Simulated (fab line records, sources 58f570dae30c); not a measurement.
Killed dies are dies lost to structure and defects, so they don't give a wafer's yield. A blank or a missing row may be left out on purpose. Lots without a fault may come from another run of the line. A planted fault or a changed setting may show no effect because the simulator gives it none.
Split-lot experiment | flow berkeley_cmos170 | 5 lots, 23 wafers read, on a route of 331 steps

THE SPLIT
At UCB170_PVT_IMPLANT_07, the setting energy_kev was moved away from the recipe's 30 on 8 of the 23 wafers read, by -5.7% to -2.5%. The other wafers ran this setting at the recipe's value.

The reading is taken at the split's own step.

THE READING
implant.drp_nm (the simulator's own value, which no gauge read), in nm, at UCB170_PVT_IMPLANT_07. The file gives no usual value for it.

wafer  | tool, chamber at the split | energy_kev as run | against the recipe | implant.drp_nm, nm | against lot-mates on the recipe
L074.2 | implanter-02, 0            | 30                | recipe             | 16.56              | -
L074.4 | implanter-02, 0            | 30                | recipe             | 16.56              | -
L074.5 | implanter-02, 0            | 30                | recipe             | 16.56              | -
L078.1 | implanter-04, 0            | 30                | recipe             | 16.56              | -
L078.3 | implanter-04, 0            | 30                | recipe             | 16.56              | -
L078.6 | implanter-04, 0            | 30                | recipe             | 16.56              | -
L078.2 | implanter-04, 0            | 28.29             | -5.7%              | 15.99              | -0.57
L078.4 | implanter-04, 0            | 28.29             | -5.7%              | 15.99              | -0.57
L079.1 | implanter-03, 0            | 30                | recipe             | 16.56              | -
L079.2 | implanter-03, 0            | 30                | recipe             | 16.56              | -
L079.3 | implanter-03, 0            | 30                | recipe             | 16.56              | -
L079.4 | implanter-03, 0            | 30                | recipe             | 16.56              | -
L079.6 | implanter-03, 0            | 30                | recipe             | 16.56              | -
L082.1 | implanter-02, 0            | 30                | recipe             | 16.56              | -
L082.5 | implanter-02, 0            | 30                | recipe             | 16.56              | -
L082.3 | implanter-02, 0            | 28.99             | -3.4%              | 16.22              | -0.34
L082.4 | implanter-02, 0            | 28.99             | -3.4%              | 16.22              | -0.34
L082.6 | implanter-02, 0            | 28.99             | -3.4%              | 16.22              | -0.34
L085.1 | implanter-04, 0            | 29.26             | -2.5%              | 16.31              | -0.25
L085.3 | implanter-04, 0            | 29.26             | -2.5%              | 16.31              | -0.25
L085.5 | implanter-04, 0            | 29.26             | -2.5%              | 16.31              | -0.25
L085.2 | implanter-04, 0            | 30                | recipe             | 16.56              | -
L085.4 | implanter-04, 0            | 30                | recipe             | 16.56              | -

THE FIT
A straight line over all 23 wafers: implant.drp_nm changes by +0.1 nm for each +1% of energy_kev; r = +1.00; the points scatter about the line by 0.0013 nm.
The same after taking each lot's own level away (the mean of its wafers on the recipe; 23 wafers): +0.1 nm for each +1%; r = +1.00; scatter 0.0013 nm.
On that fit, the largest move of energy_kev shifts the reading by 0.57 nm.
The lots' own levels span 16.560 to 16.560 nm.
So the lot-to-lot level changes the slope little: the two slopes agree.
Check: with one of the wafers moved furthest among these (-5.7%) left out of the fit, the line predicts -0.574 nm for it against its lot-mates. It came out at -0.57 nm against them.

OTHER SPLITS ON THESE WAFERS
These wafers also went through other splits before the reading. Each is held against what the fit with the lots' levels taken away leaves over:
other split on the same wafers      | wafers away from the commonest value | r with implant.drp_nm (lot level and that fit taken away)
UCB170_START_OXIDATION_02 ox_time_s | 15                                   | -0.05
UCB170_ZERO_STRIP_07 o2_flow_sccm   | 8                                    | -0.14
UCB170_PWELL_OXIDATION_02 temp_c    | 18                                   | +0.22
UCB170_PWELL_PEB_11 peb_temp_c      | 11                                   | +0.08
UCB170_PWELL_ETCH_14 rf_w           | 11                                   | +0.08
UCB170_ACTIVE_OXIDATION_02 temp_c   | 10                                   | +0.50
UCB170_ACTIVE_EXPOSE_10 dose_mj     | 8                                    | -0.06
UCB170_SACOX_OXIDATION_01 ox_time_s | 18                                   | -0.19

THE WHOLE CHAIN: every reading that the file lists as answering this split, in the file's order
step                  | what it does | reading                                                         | change (the file's fit)               | r (the file's)
UCB170_PVT_IMPLANT_07 |              | implant.rp_nm (the simulator's own value, which no gauge read)  | +0.251 nm for each +1% of the setting | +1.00
UCB170_PVT_IMPLANT_07 |              | implant.drp_nm (the simulator's own value, which no gauge read) | +0.101 nm for each +1% of the setting | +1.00

THE FILE'S OWN FIT
implant.drp_nm changes by +0.101 nm for each +1% of energy_kev, r = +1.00.
